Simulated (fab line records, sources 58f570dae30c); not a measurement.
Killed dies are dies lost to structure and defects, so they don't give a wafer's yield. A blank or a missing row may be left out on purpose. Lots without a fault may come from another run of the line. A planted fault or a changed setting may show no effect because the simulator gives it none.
Which tool did it? | flow berkeley_cmos170 | 7 lots, 21 wafers sampled, at 3 steps of a route of 331

WHAT THE GAUGES READ, wafer by wafer
UCB170_PSD_TW_MEAS_10.
lot  | measured     | on            | PSD_TW
L309 | day 9 00:31  | film_metro-01 | 2358 2357 2355
L313 | day 9 13:37  | film_metro-03 | 2313 2316 2308
L311 | day 9 13:16  | film_metro-03 | 2323 2332 2320
L316 | day 10 06:52 | film_metro-03 | 2337 2324 2315
L318 | day 10 06:47 | film_metro-04 | 2371 2381 2379
L325 | day 11 09:17 | film_metro-01 | 2193 2197 2195
L326 | day 11 20:05 | film_metro-04 | 2207 2204 2203

WHICH TOOL RAN EACH LOT (tool, then ch and the chambers of the sampled wafers, then the start)
lot  | UCB170_PSD_IMPLANT_08           | UCB170_PSD_STRIP_09
L309 | implanter-03 ch 0, day 9 00:16  | plasma_asher-01 ch 0,1, day 9 00:25
L313 | implanter-03 ch 0, day 9 13:22  | plasma_asher-03 ch 0,1, day 9 13:31
L311 | implanter-01 ch 0, day 9 13:03  | plasma_asher-02 ch 0,1, day 9 13:11
L316 | implanter-01 ch 0, day 10 06:37 | plasma_asher-01 ch 0,1, day 10 06:46
L318 | implanter-03 ch 0, day 10 06:34 | plasma_asher-02 ch 0,1, day 10 06:41
L325 | implanter-03 ch 0, day 11 09:02 | plasma_asher-02 ch 0,1, day 11 09:11
L326 | implanter-03 ch 0, day 11 19:50 | plasma_asher-03 ch 0, day 11 19:59
- UCB170_PSD_IMPLANT_08
- UCB170_PSD_STRIP_09: strips in O2.

THE ANSWER, worked out from the rows above alone
Rule: what is usual is taken from the lots themselves. Put in order of their means at a reading, lots are off if they are a third of the lots or fewer, leave a main group of 4 or more, and stand apart from it by a gap of 3 or more times the standard deviation of the main group's means; of several such gaps the widest counts. A main group whose means are all the same, to the digits that the tables above print for the reading, isn't used. A lot without any number at a reading at which 4 lots or more have one is off too. The other lots that the step has rows for count as sound.
Off: L325, L326, at UCB170_PSD_TW_MEAS_10 (PSD_TW). The main group: mean 2339, standard deviation 24.
A tool fits if, at a process step before that reading, it ran every lot that is off, and no sound lot after the first of them. The gauges at UCB170_PSD_TW_MEAS_10 are tried like those tools. One fits: implanter-03 at UCB170_PSD_IMPLANT_08. Its last sound lot is L318 (day 10 06:34), its first lot that is off L325 (day 11 09:02): a fault that began between those two fits.

WHAT THE SIMULATOR HAD PUT IN
Process parameter drift: implanter-03, from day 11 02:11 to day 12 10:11, at UCB170_PSD_IMPLANT_08. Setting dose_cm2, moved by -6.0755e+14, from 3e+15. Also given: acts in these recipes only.
Lots struck among those shown: L325, L326. The rule above found the same.
